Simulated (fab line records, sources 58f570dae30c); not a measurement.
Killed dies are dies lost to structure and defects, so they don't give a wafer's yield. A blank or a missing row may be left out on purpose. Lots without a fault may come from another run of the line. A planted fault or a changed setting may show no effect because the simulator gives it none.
fab line records | flow berkeley_cmos170
record lots=7 wafers=21 last_day=12
route steps=331 shown NLDD@161 SPACER@171 PSD@175 NSD@187 BACKSIDE@199 PLDD@208 M3@331
lots that met no fault: from a run of the same line without faults
start_h: hours from the record's first day to the start of the lot's first wafer shown | wait_h: hours since the lot's step before | " the same as in the row above | L1.1+2: a row that stands for several wafers | - no value, or no start given | * or withheld: withheld | < > ~ a bound
route shown NAME@n: a module of which the file shows steps, and the number in the route of the first | usual: mean/standard deviation of fault-free wafers | same: alike in all rows | chamber/n: place in a boat | sites: the reading at each site | _std_site: their standard deviation | _edge_site: outer sites' mean less inner sites' | radius_mm: how far each site lies from the wafer's centre | mask NAME#n: copy n | behind: the tool/chamber that last shaped the wafer | hold: why the lot was held/for how many hours/how that ended | device: the transistor (n, p or np) that didn't switch | end of line: the same wafers' tests at the end of the route | a step without rows: its recipe alone | killed: dies lost to structure and defects at the first sort, not the wafer's yield | map: a wafer's dies, x killed, . not, _ none there
set.NAME: the setting as run; set.NAME@STEP: as run at that earlier step | model.NAME: the simulator's own value behind a step, which no gauge read
lots at some steps of the route; a table a step, a row a wafer
services: from which hour (start_h, from the record's first day; less than 0 if before it) a tool's chamber was out of use, for how many hours, and why
## steps
# step UCB170_NLDD_EXPOSE_03
# recipe mask_id=NSELECT na=0.5 sigma_outer=0.6 source_shape=conventional target_cd_nm=1200 dose_mj=30
# step UCB170_NLDD_PEB_04
# recipe peb_temp_c=130 peb_time_s=withheld resist=KrF
# step UCB170_NLDD_DEVELOP_05
# recipe developer=TMAH develop_time_s=45 resist=KrF dev_temp_c=21
# step UCB170_NLDD_CD_MEAS_06
# recipe target_cd_nm=1200
# usual cd_nm=1199.9/1.3
# columns lot.wafer tool chamber start_h wait_h cd_nm
L933.1 cd_sem-01 - 162.21 - 1201.7
L933.2 " - " " 1203.3
L933.5 " - " " 1201.2
L938.1 cd_sem-02 - 188.98 - 1199.5
L938.2 " - " " 1199.7
L938.3 " - " " 1199.3
L940.4 cd_sem-02 - 193.44 - 1199.9
L940.5 " - " " 1201.4
L940.6 " - " " 1200.6
L941.1 cd_sem-01 - 193.83 - 1197.4
L941.2 " - " " 1198.1
L941.6 " - " " 1199.2
L942.1 cd_sem-02 - 194.67 - 1200.4
L942.2 " - " " 1201.3
L942.3 " - " " 1201.5
L952.2 cd_sem-01 - 254.55 - 1200.8
L952.3 " - " " 1201.4
L952.6 " - " " 1200.1
L953.1 cd_sem-02 - 254.61 - 1198.7
L953.2 " - " " 1199.5
L953.3 " - " " 1201.2
# step UCB170_NLDD_OVL_MEAS_07
# usual NLDD_OVL=-1/4.1
# columns lot.wafer tool chamber start_h wait_h NLDD_OVL[nm]
L933.1 overlay-01 - 162.33 0.1 -7
L933.2 " - " " -2
L933.5 " - " " -5
L938.1 overlay-01 - 189.10 0.1 -8
L938.2 " - " " -3
L938.3 " - " " -9
L940.4 overlay-01 - 193.52 0.1 7
L940.5 " - " " -1
L940.6 " - " " 1
L941.1 overlay-02 - 193.95 0.1 1
L941.2 " - " " -6
L941.6 " - " " -7
L942.1 overlay-02 - 194.79 0.1 -1
L942.2 " - " " 0
L942.3 " - " " -3
L952.2 overlay-01 - 254.66 0.1 -6
L952.3 " - " " 3
L952.6 " - " " -4
L953.1 overlay-02 - 254.73 0.1 -3
L953.2 " - " " 7
L953.3 " - " " 1
# step UCB170_NLDD_IMPLANT_08
# recipe species=As dose_cm2=5e+13 energy_kev=30 tilt_deg=7 rotation_deg=0
# step UCB170_NLDD_IMPLANT_09
# recipe species=As dose_cm2=5e+13 energy_kev=30 tilt_deg=7 rotation_deg=180
# step UCB170_NLDD_STRIP_10
# recipe chemistry=O2 power_w=400 pressure_mtorr=3500 platen_temp_c=withheld o2_flow_sccm=400 overash_fraction=0.5
# usual drypump_motor_current_A=5.6/0.67 oes_product_au=0.735/0.0047 strip_time_to_endpoint_s=21.66/0.051
# columns lot.wafer tool chamber start_h wait_h drypump_motor_current_A oes_product_au rf_hours_counter_h strip_time_to_endpoint_s
L933.1 plasma_asher-03 1 162.67 0.1 6.0 0.735 46 21.58
L933.2 " 0 " " 4.9 0.737 46 21.62
L933.5 " 1 " " 6.0 0.733 - 21.61
L938.1 plasma_asher-03 1 189.44 0.1 6.0 0.727 48 21.70
L938.2 " 0 " " 4.9 0.738 48 21.59
L938.3 " 0 " " 4.9 0.729 - 21.61
L940.4 plasma_asher-03 1 193.87 0.1 6.1 0.733 - 21.67
L940.5 " 0 " " 4.9 0.732 - 21.64
L940.6 " 1 " " 6.1 0.734 - 21.73
L941.1 plasma_asher-01 1 194.29 0.1 5.1 0.733 9 21.69
L941.2 " 0 " " 6.4 0.737 9 21.64
L941.6 " 1 " " 5.1 0.740 - 21.58
L942.1 plasma_asher-03 1 195.13 0.1 6.1 0.737 49 21.55
L942.2 " 0 " " 4.9 0.745 49 21.61
L942.3 " 1 " " 6.0 0.740 - 21.61
L952.2 plasma_asher-03 0 254.99 0.1 4.9 0.729 56 21.71
L952.3 " 1 " " 6.0 0.735 - 21.68
L952.6 " 1 " " 6.0 0.731 - 21.65
L953.1 plasma_asher-01 0 255.06 0.1 6.4 0.730 15 21.66
L953.2 " 1 " " 5.1 0.735 15 21.61
L953.3 " 0 " " 6.4 0.743 - 21.60
# step UCB170_NLDD_TW_MEAS_11
# usual NLDD_TW=2197/21
# columns lot.wafer tool chamber start_h wait_h NLDD_TW
L933.1 film_metro-04 - 162.77 0.1 2199
L933.2 " - " " 2200
L933.5 " - " " 2190
L938.1 film_metro-04 - 189.54 0.1 2196
L938.2 " - " " 2199
L938.3 " - " " 2184
L940.4 film_metro-04 - 193.97 0.1 2197
L940.5 " - " " 2207
L940.6 " - " " 2193
L941.1 film_metro-03 - 194.39 0.1 2168
L941.2 " - " " 2160
L941.6 " - " " 2166
L942.1 film_metro-03 - 195.23 0.1 2176
L942.2 " - " " 2179
L942.3 " - " " 2166
L952.2 film_metro-04 - 255.10 0.1 2199
L952.3 " - " " 2187
L952.6 " - " " 2207
L953.1 film_metro-01 - 255.16 0.1 2236
L953.2 " - " " 2232
L953.3 " - " " 2231
# step UCB170_NLDD_CLEAN_12
# recipe chemistry=SPM temp_c=120 time_s=600
# step UCB170_SPACER_CVD_00
# recipe material=SiO2 target_thk_nm=376 temp_c=390 precursor=TEOS/O2 time_s=47 rf_w=550 pressure_mtorr=9000
# usual heater_power_w=284/48
# columns lot.wafer tool chamber start_h wait_h heater_power_w
L933.1 pecvd-01 0 163.07 0.0 317
L933.2 " 2 " " 237
L933.5 " 2 " " 162
L938.1 pecvd-03 0 189.77 0.0 272
L938.2 " 1 " " 296
L938.3 " 2 " " 340
L940.4 pecvd-01 0 194.19 0.0 243
L940.5 " 1 " " 326
L940.6 " 0 " " 266
L941.1 pecvd-04 2 194.62 0.0 298
L941.2 " 0 " " 255
L941.6 " 1 " " 209
L942.1 pecvd-03 0 195.46 0.0 236
L942.2 " 1 " " 271
L942.3 " 2 " " 351
L952.2 pecvd-03 1 255.32 0.0 277
L952.3 " 0 " " 242
L952.6 " 1 " " 286
L953.1 pecvd-01 1 255.40 0.0 325
L953.2 " 0 " " 297
L953.3 " 2 " " 233
# step UCB170_SPACER_THK_MEAS_01
# recipe reads=SiO2_of_SPACER_CVD_00
# usual SPACER_TEOS_THK=376/4.6
# columns lot.wafer tool chamber start_h wait_h SPACER_TEOS_THK[nm]
L933.1 film_metro-01 - 163.11 0.0 370
L933.2 " - " " 374
L933.5 " - " " 380
L938.1 film_metro-02 - 189.82 0.0 372
L938.2 " - " " 377
L938.3 " - " " 378
L940.4 film_metro-02 - 194.27 0.1 384
L940.5 " - " " 379
L940.6 " - " " 379
L941.1 film_metro-02 - 194.66 0.0 379
L941.2 " - " " 373
L941.6 " - " " 382
L942.1 film_metro-01 - 195.51 0.0 370
L942.2 " - " " 370
L942.3 " - " " 374
L952.2 film_metro-02 - 255.37 0.0 371
L952.3 " - " " 372
L952.6 " - " " 374
L953.1 film_metro-01 - 255.44 0.0 364
L953.2 " - " " 370
L953.3 " - " " 370
# step UCB170_SPACER_ANNEAL_02
# recipe temp_c=900 time_s=1800 ambient=N2
# usual spike_tc_centre_C=902.4/1 zone_power_centre_pct=44.5/0.83
# columns lot.wafer tool chamber start_h wait_h spike_tc_centre_C zone_power_centre_pct
L933.1 furnace-04 0 167.00 3.9 902.3 43.7
L933.2 " 0 " " 903.1 44.2
L933.5 " 0 " " 902.9 44.9
L938.1 furnace-02 0 192.66 2.8 900.7 44.5
L938.2 " 0 " " 901.4 43.6
L938.3 " 0 " " 901.2 43.8
L940.4 furnace-02 0 198.26 4.0 867.0 29.1
L940.5 " 0 " " 867.7 28.8
L940.6 " 0 " " 867.7 28.9
L941.1 furnace-02 0 198.26 3.6 867.9 29.1
L941.2 " 0 " " 868.8 28.7
L941.6 " 0 " " 867.6 28.7
L942.1 furnace-02 0 198.26 2.7 868.3 28.8
L942.2 " 0 " " 866.2 28.7
L942.3 " 0 " " 866.6 28.4
L952.2 furnace-01 0 258.82 3.4 902.8 45.7
L952.3 " 0 " " 902.0 46.2
L952.6 " 0 " " 902.1 45.8
L953.1 furnace-01 0 258.82 3.4 902.1 46.1
L953.2 " 0 " " 903.0 45.5
L953.3 " 0 " " 901.1 45.7
# step UCB170_SPACER_ETCHBACK_03
# recipe stop_on=Si target=SiO2 chemistry=CHF3/CF4/Ar CHF3_flow_sccm=50 cf4_flow_sccm=10 Ar_flow_sccm=120 pressure_mtorr=200 rf_w=500 target_depth_a=3760 time_s=100
# step UCB170_PSD_HMDS_00
# recipe prime_time_s=60 prime_temp_c=100
# step UCB170_PSD_COAT_01
# recipe resist=KrF spin_rpm=1500 resist_thk_nm=900
# step UCB170_PSD_SOFTBAKE_02
# recipe resist=KrF temp_c=130 time_s=60
# step UCB170_PSD_EXPOSE_03
# recipe mask_id=PSELECT_MOD na=0.5 sigma_outer=0.6 source_shape=conventional target_cd_nm=1200 dose_mj=30
# step UCB170_PSD_PEB_04
# recipe peb_temp_c=130.4 peb_time_s=withheld resist=KrF
# step UCB170_PSD_DEVELOP_05
# recipe developer=TMAH develop_time_s=45 resist=KrF dev_temp_c=21
# step UCB170_PSD_CD_MEAS_06
# recipe target_cd_nm=1200
# usual cd_nm=1200.8/1.5
# columns lot.wafer tool chamber start_h wait_h cd_nm
L933.1 cd_sem-01 - 169.41 - 1199.1
L933.2 " - " " 1198.9
L933.5 " - " " 1199.3
L938.1 cd_sem-01 - 196.73 - 1202.2
L938.2 " - " " 1202.5
L938.3 " - " " 1202.8
L940.4 cd_sem-01 - 200.85 - 1200.9
L940.5 " - " " 1201.1
L940.6 " - " " 1199.1
L941.1 cd_sem-02 - 201.04 - 1199.3
L941.2 " - " " 1200.2
L941.6 " - " " 1199.3
L942.1 cd_sem-02 - 201.28 - 1201.3
L942.2 " - " " 1201.1
L942.3 " - " " 1202.3
L952.2 cd_sem-02 - 261.91 - 1199.9
L952.3 " - " " 1201.6
L952.6 " - " " 1200.9
L953.1 cd_sem-01 - 262.17 - 1200.6
L953.2 " - " " 1202.3
L953.3 " - " " 1202.9
# step UCB170_PSD_OVL_MEAS_07
# usual PSD_OVL=3/6.7
# columns lot.wafer tool chamber start_h wait_h PSD_OVL[nm]
L933.1 overlay-01 - 169.53 0.1 -6
L933.2 " - " " -4
L933.5 " - " " -4
L938.1 overlay-01 - 196.85 0.1 11
L938.2 " - " " 6
L938.3 " - " " 5
L940.4 overlay-02 - 200.93 0.1 -4
L940.5 " - " " 10
L940.6 " - " " 0
L941.1 overlay-01 - 201.16 0.1 6
L941.2 " - " " -1
L941.6 " - " " 2
L942.1 overlay-01 - 201.40 0.1 0
L942.2 " - " " -9
L942.3 " - " " -1
L952.2 overlay-02 - 262.02 0.1 2
L952.3 " - " " -11
L952.6 " - " " 3
L953.1 overlay-01 - 262.29 0.1 2
L953.2 " - " " -7
L953.3 " - " " 11
# step UCB170_PSD_IMPLANT_08
# recipe species=B dose_cm2=2.949e+15 energy_kev=20 tilt_deg=7
# step UCB170_PSD_STRIP_09
# recipe chemistry=O2 power_w=400 pressure_mtorr=3500 platen_temp_c=withheld o2_flow_sccm=400 overash_fraction=0.5
# usual drypump_motor_current_A=5.9/0.64 oes_product_au=0.603/0.0046 strip_time_to_endpoint_s=29.24/0.071
# columns lot.wafer tool chamber start_h wait_h drypump_motor_current_A oes_product_au rf_hours_counter_h strip_time_to_endpoint_s
L933.1 plasma_asher-01 1 169.72 0.1 5.1 0.596 6 29.18
L933.2 " 0 " " 6.5 0.606 6 29.17
L933.5 " 0 " " 6.4 0.599 - 29.16
L938.1 plasma_asher-01 1 197.04 0.1 5.1 0.600 9 29.15
L938.2 " 0 " " 6.5 0.607 9 29.16
L938.3 " 1 " " 5.1 0.602 - 29.13
L940.4 plasma_asher-01 0 201.13 0.1 6.4 0.606 - 29.18
L940.5 " 1 " " 5.1 0.606 - 29.24
L940.6 " 0 " " 6.5 0.600 - 29.26
L941.1 plasma_asher-02 1 201.34 0.1 5.9 0.596 42 29.25
L941.2 " 0 " " 6.3 0.602 42 29.17
L941.6 " 0 " " 6.3 0.606 - 29.22
L942.1 plasma_asher-01 1 201.58 0.1 5.1 0.605 10 29.38
L942.2 " 0 " " 6.4 0.603 10 29.28
L942.3 " 1 " " 5.1 0.608 - 29.28
L952.2 plasma_asher-02 0 262.20 0.1 6.2 0.597 48 29.25
L952.3 " 0 " " 6.2 0.597 - 29.25
L952.6 " 0 " " 6.2 0.604 - 29.19
L953.1 plasma_asher-01 0 262.47 0.1 6.4 0.604 16 29.27
L953.2 " 1 " " 5.1 0.608 16 29.26
L953.3 " 1 " " 5.1 0.605 - 29.27
# step UCB170_PSD_TW_MEAS_10
# usual PSD_TW=2306/32
# columns lot.wafer tool chamber start_h wait_h PSD_TW
L933.1 film_metro-01 - 169.82 0.1 2334
L933.2 " - " " 2326
L933.5 " - " " 2334
L938.1 film_metro-01 - 197.14 0.1 2301
L938.2 " - " " 2312
L938.3 " - " " 2308
L940.4 film_metro-03 - 201.23 0.1 2258
L940.5 " - " " 2258
L940.6 " - " " 2263
L941.1 film_metro-04 - 201.44 0.1 2311
L941.2 " - " " 2302
L941.6 " - " " 2303
L942.1 film_metro-01 - 201.68 0.1 2330
L942.2 " - " " 2325
L942.3 " - " " 2326
L952.2 film_metro-03 - 262.31 0.1 2275
L952.3 " - " " 2279
L952.6 " - " " 2278
L953.1 film_metro-01 - 262.57 0.1 2352
L953.2 " - " " 2338
L953.3 " - " " 2346
# step UCB170_PSD_CLEAN_11
# recipe chemistry=SPM temp_c=120 time_s=600
# step UCB170_NSD_HMDS_00
# recipe prime_time_s=60 prime_temp_c=100
# step UCB170_NSD_COAT_01
# recipe resist=KrF spin_rpm=1500 resist_thk_nm=900
# step UCB170_NSD_SOFTBAKE_02
# recipe resist=KrF temp_c=130 time_s=60
# step UCB170_NSD_EXPOSE_03
# recipe mask_id=NSELECT_MOD na=0.5 sigma_outer=0.6 source_shape=conventional target_cd_nm=1200 dose_mj=30
# step UCB170_NSD_PEB_04
# recipe peb_temp_c=130 peb_time_s=withheld resist=KrF
# step UCB170_NSD_DEVELOP_05
# recipe developer=TMAH develop_time_s=45 resist=KrF dev_temp_c=21
# step UCB170_NSD_CD_MEAS_06
# recipe target_cd_nm=1200
# usual cd_nm=1200.2/1.8
# columns lot.wafer tool chamber start_h wait_h cd_nm
L933.1 cd_sem-01 - 172.06 - 1196.7
L933.2 " - " " 1198.9
L933.5 " - " " 1196.8
L938.1 cd_sem-01 - 198.64 - 1198.8
L938.2 " - " " 1199.0
L938.3 " - " " 1199.6
L940.4 cd_sem-02 - 202.34 - 1200.3
L940.5 " - " " 1199.0
L940.6 " - " " 1200.0
L941.1 cd_sem-01 - 202.64 - 1203.3
L941.2 " - " " 1201.5
L941.6 " - " " 1202.1
L942.1 cd_sem-02 - 203.00 - 1201.9
L942.2 " - " " 1202.2
L942.3 " - " " 1202.6
L952.2 cd_sem-02 - 263.54 - 1198.4
L952.3 " - " " 1200.3
L952.6 " - " " 1200.6
L953.1 cd_sem-02 - 264.08 - 1200.3
L953.2 " - " " 1201.3
L953.3 " - " " 1202.1
# step UCB170_NSD_OVL_MEAS_07
# usual NSD_OVL=5/6.4
# columns lot.wafer tool chamber start_h wait_h NSD_OVL[nm]
L933.1 overlay-01 - 172.18 0.1 1
L933.2 " - " " 2
L933.5 " - " " 5
L938.1 overlay-02 - 198.76 0.1 12
L938.2 " - " " 13
L938.3 " - " " 21
L940.4 overlay-01 - 202.42 0.1 9
L940.5 " - " " 11
L940.6 " - " " 4
L941.1 overlay-02 - 202.76 0.1 -6
L941.2 " - " " 2
L941.6 " - " " 1
L942.1 overlay-01 - 203.12 0.1 7
L942.2 " - " " 0
L942.3 " - " " -2
L952.2 overlay-02 - 263.64 0.1 7
L952.3 " - " " 12
L952.6 " - " " 11
L953.1 overlay-01 - 264.20 0.1 -2
L953.2 " - " " -8
L953.3 " - " " 2
# step UCB170_NSD_IMPLANT_08
# recipe species=P dose_cm2=3e+15 energy_kev=40 tilt_deg=7
# step UCB170_NSD_STRIP_09
# recipe chemistry=O2 power_w=400 pressure_mtorr=3500 platen_temp_c=withheld o2_flow_sccm=400 overash_fraction=0.5
# usual drypump_motor_current_A=5.8/0.61 oes_product_au=0.534/0.0046 strip_time_to_endpoint_s=35.84/0.079
# columns lot.wafer tool chamber start_h wait_h drypump_motor_current_A oes_product_au rf_hours_counter_h strip_time_to_endpoint_s
L933.1 plasma_asher-02 1 172.37 0.1 5.9 0.543 39 35.82
L933.2 " 0 " " 6.2 0.525 39 35.86
L933.5 " 1 " " 5.9 0.536 - 35.88
L938.1 plasma_asher-03 0 198.95 0.1 4.9 0.531 50 35.76
L938.2 " 1 " " 6.1 0.533 50 35.69
L938.3 " 1 " " 6.0 0.537 - 35.80
L940.4 plasma_asher-02 1 202.62 0.1 5.9 0.532 - 35.90
L940.5 " 0 " " 6.2 0.542 - 35.76
L940.6 " 1 " " 5.9 0.542 - 35.84
L941.1 plasma_asher-03 0 202.95 0.1 4.9 0.530 50 35.80
L941.2 " 1 " " 6.0 0.538 50 35.88
L941.6 " 0 " " 4.9 0.541 - 35.85
L942.1 plasma_asher-04 1 203.30 0.1 6.6 0.537 45 35.88
L942.2 " 0 " " 5.1 0.535 45 35.88
L942.3 " 0 " " 5.1 0.529 - 35.84
L952.2 plasma_asher-03 0 263.82 0.1 4.9 0.538 57 35.80
L952.3 " 1 " " 6.0 0.532 - 35.84
L952.6 " 1 " " 6.0 0.531 - 35.85
L953.1 plasma_asher-02 1 264.39 0.1 5.9 0.536 48 35.82
L953.2 " 0 " " 6.2 0.540 48 35.76
L953.3 " 1 " " 5.9 0.534 - 35.74
# step UCB170_NSD_TW_MEAS_10
# usual NSD_TW=4155/49
# columns lot.wafer tool chamber start_h wait_h NSD_TW
L933.1 film_metro-04 - 172.47 0.1 4169
L933.2 " - " " 4149
L933.5 " - " " 4155
L938.1 film_metro-01 - 199.05 0.1 4168
L938.2 " - " " 4196
L938.3 " - " " 4176
L940.4 film_metro-03 - 202.71 0.1 4117
L940.5 " - " " 4130
L940.6 " - " " 4114
L941.1 film_metro-01 - 203.05 0.1 4173
L941.2 " - " " 4187
L941.6 " - " " 4185
L942.1 film_metro-03 - 203.40 0.1 4088
L942.2 " - " " 4121
L942.3 " - " " 4124
L952.2 film_metro-04 - 263.93 0.1 4130
L952.3 " - " " 4161
L952.6 " - " " 4140
L953.1 film_metro-04 - 264.49 0.1 4172
L953.2 " - " " 4172
L953.3 " - " " 4168
# step UCB170_NSD_CLEAN_11
# recipe chemistry=SPM temp_c=120 time_s=600
# step UCB170_BACKSIDE_HMDS_00
# recipe prime_time_s=60 prime_temp_c=100
# step UCB170_BACKSIDE_COAT_01
# recipe resist=KrF spin_rpm=1500 resist_thk_nm=900
# step UCB170_BACKSIDE_SOFTBAKE_02
# recipe resist=KrF temp_c=130 time_s=60
# step UCB170_BACKSIDE_STRIP_03
# recipe chemistry=O2 power_w=400 pressure_mtorr=3500 platen_temp_c=withheld o2_flow_sccm=400 overash_fraction=0.5
# usual drypump_motor_current_A=5.8/0.54 oes_product_au=0.734/0.004 strip_time_to_endpoint_s=21.99/0.061
# columns lot.wafer tool chamber start_h wait_h drypump_motor_current_A oes_product_au rf_hours_counter_h strip_time_to_endpoint_s
L933.1 plasma_asher-03 0 173.43 0.1 4.9 0.735 47 21.98
L933.2 " 1 " " 6.1 0.732 47 21.98
L933.5 " 1 " " 6.1 0.732 - 21.96
L938.1 plasma_asher-01 0 199.75 0.1 6.5 0.734 9 21.95
L938.2 " 1 " " 5.1 0.728 9 22.04
L938.3 " 0 " " 6.4 0.731 - 21.93
L940.4 plasma_asher-01 0 203.42 0.1 6.5 0.730 - 22.00
L940.5 " 1 " " 5.1 0.735 - 21.99
L940.6 " 0 " " 6.4 0.734 - 22.04
L941.1 plasma_asher-02 0 203.75 0.1 6.2 0.733 42 22.03
L941.2 " 1 " " 5.9 0.731 42 22.03
L941.6 " 1 " " 5.8 0.739 - 22.06
L942.1 plasma_asher-02 0 204.12 0.1 6.2 0.736 42 21.96
L942.2 " 1 " " 5.9 0.733 42 21.97
L942.3 " 1 " " 5.9 0.731 - 21.93
L952.2 plasma_asher-03 1 264.61 0.1 6.1 0.734 57 22.06
L952.3 " 1 " " 6.0 0.748 - 22.01
L952.6 " 0 " " 4.9 0.734 - 21.97
L953.1 plasma_asher-02 0 265.17 0.1 6.2 0.739 49 22.06
L953.2 " 1 " " 5.9 0.734 49 22.05
L953.3 " 0 " " 6.2 0.739 - 22.03
# step UCB170_SDANNEAL_RS_MEAS_04
# recipe thk_meas_gauge=four-point-probe
# usual PLDD_RS=1031.5/2.5
# columns lot.wafer tool chamber start_h wait_h PLDD_RS[ohm/sq]
L933.1 film_metro-01 - 174.07 0.1 1032.5
L933.2 " - " " 1036.6
L933.5 " - " " 1035.1
L938.1 film_metro-03 - 200.58 0.1 1030.2
L938.2 " - " " 1032.7
L938.3 " - " " 1033.6
L940.4 film_metro-04 - 204.08 0.1 1127.6
L940.5 " - " " 1116.5
L940.6 " - " " 1107.4
L941.1 film_metro-01 - 204.40 0.1 1108.0
L941.2 " - " " 1117.0
L941.6 " - " " 1106.2
L942.1 film_metro-04 - 204.78 0.1 1091.1
L942.2 " - " " 1078.8
L942.3 " - " " 1069.3
L952.2 film_metro-04 - 265.28 0.1 1032.4
L952.3 " - " " 1033.7
L952.6 " - " " 1035.1
L953.1 film_metro-01 - 265.81 0.1 1029.2
L953.2 " - " " 1029.5
L953.3 " - " " 1027.1
# step UCB170_M3_PROBE_99
# columns lot.wafer tool chamber start_h wait_h model.etest.pmos_0p35.r_on_ohm_um model.etest.pldd.rs_ohm_sq model.etest.nldd.rs_ohm_sq model.etest.pmos_turned.drive_ua_um model.etest.pmos_0p35.drive_ua_um model.etest.pmos_0p35.swing_mv_dec model.etest.pmos_0p35.off_log10_a_um model.etest.ring.quiet_log10_a
L933.1 prober-02 - 197.18 0.1 4719 1088 770.7 297.6 286.1 75.48 -11.32 -8.585
L933.2 prober-02 - 197.23 0.1 4749 1091 768.5 295 283.4 75.19 -11.47 -8.684
L933.5 prober-02 - 197.38 0.2 4738 1111 772.8 296.4 283.4 75.65 -11.45 -8.727
L938.1 prober-01 - 226.54 0.1 4505 1061 759.6 314 302.1 75.03 -11.43 -8.557
L938.2 prober-01 - 226.59 0.1 4624 1107 771.6 305.4 291.3 75.07 -11.38 -8.607
L938.3 prober-01 - 226.64 0.2 4603 1082 768 307.8 295.6 74.86 -11.45 -8.62
L940.4 prober-02 - 228.34 0.2 4977 1159 737.9 275.9 264.5 76.39 -12.18 -8.937
L940.5 prober-02 - 228.39 0.2 5007 1153 737.6 277.1 264.2 76.78 -12.16 -8.997
L940.6 prober-02 - 228.44 0.2 4930 1161 747.1 279.7 267.2 76.6 -12.08 -9.013
L942.1 prober-01 - 236.94 0.1 4673 1077 753.1 296.5 283.8 76.1 -11.52 -8.785
L942.2 prober-01 - 236.99 0.1 4533 980.5 754.9 303.7 294.7 75.27 -11.41 -8.682
L942.3 prober-01 - 237.04 0.2 4564 1021 755.5 306.3 292.7 75.92 -11.45 -8.584
L941.1 prober-02 - 237.35 0.1 4740 1159 745 291.4 282.1 75.94 -11.74 -8.831
L941.2 prober-02 - 237.40 0.1 4842 1172 750.3 281.1 273.1 76.25 -12.04 -8.925
L941.6 prober-02 - 237.60 0.2 4746 1169 746.8 294.6 280.9 76.31 -11.8 -8.836
L952.2 prober-01 - 286.38 0.1 4701 1130 777.9 297.4 286 75.76 -11.54 -8.69
L952.3 prober-01 - 286.43 0.2 4581 1122 775.9 307.1 293.1 76 -11.35 -8.637
L952.6 prober-01 - 286.58 0.2 4649 1122 779.3 301.9 289.8 75.5 -11.54 -8.77
L953.1 prober-01 - 290.53 0.1 4661 1120 775.9 298.1 285.8 76.09 -11.43 -8.696
L953.2 prober-01 - 290.58 0.1 4660 1118 776.9 302.1 285.8 76.09 -11.47 -8.753
L953.3 prober-01 - 290.63 0.2 4619 1099 781.7 305 288.9 75.2 -11.52 -8.778
# killed by level:class
L933.1 ACTIVE:area_etch=2 WELLDRIVE:geometric_particle:short=1 SILICIDE:geometric_particle:short=1 M1:geometric_particle:open=1 M3:geometric_particle:short=1
L933.2 SILICIDE:geometric_particle:short=1 V2:geometric_particle:short=1
L933.5 WELLDRIVE:geometric_particle:open=1
L938.1 GATE:geometric_particle:short=1
L938.2 WELLDRIVE:geometric_particle:short=1 ACTIVE:geometric_particle:short=1 FIELD:geometric_particle:short=1 GATE:geometric_particle:open=1 CONTACT:geometric_particle:short=1 M3:geometric_particle:open=1
L938.3 WELLDRIVE:geometric_particle:short=1 SACOX:geometric_particle:open=1 GATE:geometric_particle:short=1 GATE:geometric_particle:open=1 SPACER:geometric_particle:short=1 V1:geometric_particle:short=1 ACTIVE:area_etch=1 NWELL:area_etch=1
L942.1 M1:geometric_particle:short=1 V2:geometric_particle:short=1 V2:geometric_particle:open=1
L942.2 START:geometric_particle:short=1 WELLDRIVE:geometric_particle:short=1 FIELD:geometric_particle:open=1 SCREENOX:geometric_particle:open=1 SCREENOX:geometric_particle:short=1 GATE:geometric_particle:open=1 V1:geometric_particle:short=1 M2:geometric_particle:short=1
L942.3 WELLDRIVE:geometric_particle:open=1 GATE:geometric_particle:open=1 M3:geometric_particle:short=1
L941.1 GATE:geometric_particle:open=2 M1:geometric_particle:short=1 V2:geometric_particle:short=1 V2:geometric_particle:open=1
L941.2 SACOX:geometric_particle:open=1 SPACER:geometric_particle:open=1
L941.6 ACTIVE:area_etch=2 SACOX:geometric_particle:short=1 SPACER:geometric_particle:open=1 SILICIDE:geometric_particle:short=1
L952.2 SILICIDE:geometric_particle:short=2 GATE:geometric_particle:open=1 V1:geometric_particle:short=1 M2:geometric_particle:open=1
L952.3 GATE:geometric_particle:short=2 SACOX:geometric_particle:short=1 SPACER:geometric_particle:short=1 SILICIDE:geometric_particle:short=1 M1:geometric_particle:short=1 ACTIVE:area_etch=1
L952.6 ACTIVE:area_etch=8 ACTIVE:geometric_particle:short=1
L953.1 GATE:geometric_particle:open=2 ACTIVE:area_etch=1
L953.2 GATE:geometric_particle:short=1
L953.3 GATE:geometric_particle:open=1 SILICIDE:geometric_particle:short=1 M3:geometric_particle:short=1
## services
# columns tool chamber start_h hours kind
pecvd-01 - 140.73 1.9 repair
pecvd-03 0 149.50 - clean
pecvd-03 1 149.50 - clean
pecvd-03 2 149.50 - clean
pecvd-03 - 158.90 1.2 repair
furnace-01 - 166.47 3.3 pm
pecvd-03 - 174.06 6.0 pm
pecvd-01 2 183.62 28.4 repair
furnace-01 - 191.73 3.9 pm
furnace-02 - 206.52 2.5 pm
furnace-04 - 211.32 3.9 pm
plasma_asher-01 - 219.53 4.8 repair
plasma_asher-02 - 223.58 2.8 repair
pecvd-04 - 242.50 14.0 pm
pecvd-04 0 242.50 14.0 vent_cycle
pecvd-04 1 242.50 14.0 vent_cycle
pecvd-04 2 242.50 14.0 vent_cycle
pecvd-04 1 242.98 5.9 repair
pecvd-04 - 252.07 1.0 repair
pecvd-03 1 255.71 8.4 repair
pecvd-04 0 256.50 - clean
pecvd-04 1 256.50 - clean
pecvd-04 2 256.50 - clean
furnace-04 - 261.74 3.6 pm
## key
first_sign step=UCB170_SPACER_ANNEAL_02 reading=spike_tc_centre_C direction=down sigmas=34 usual=902.4 struck=867.5
effect step=UCB170_SPACER_ANNEAL_02 reading=zone_power_centre_pct direction=down sigmas=19 usual=44.5 struck=28.8
effect step=UCB170_SDANNEAL_RS_MEAS_04 reading=PLDD_RS direction=up sigmas=28 usual=1031.5 struck=1102.4
model_effect step=UCB170_M3_PROBE_99 value=etest.pmos_0p35.r_on_ohm_um without=4606 struck=4779
met_at UCB170_SPACER_ANNEAL_02
struck_wafers L940.4,L940.5,L940.6,L941.1,L941.2,L941.6,L942.1,L942.2,L942.3
sort_left_out L940.4,L940.5,L940.6
tester_left_out L940,L941,L942
onset_between 192.66 198.26
fault kind=process_parameter_drift tool=furnace-02 chamber=- onset_h=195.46 steps=UCB170_SPACER_ANNEAL_02 channel=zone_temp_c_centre offset=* shape=step end_h=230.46
# tester_left_out: of these lots the tester's yield and bins aren't shown, on N5 and GAA mostly nor the transistor test; their killed dies are dies lost to structure and defects alone, not to doping, threshold or leakage, so they don't give the yield
# sort_left_out: the simulated sort isn't trusted on such a fault, so these wafers' sort isn't shown, and their yield isn't known
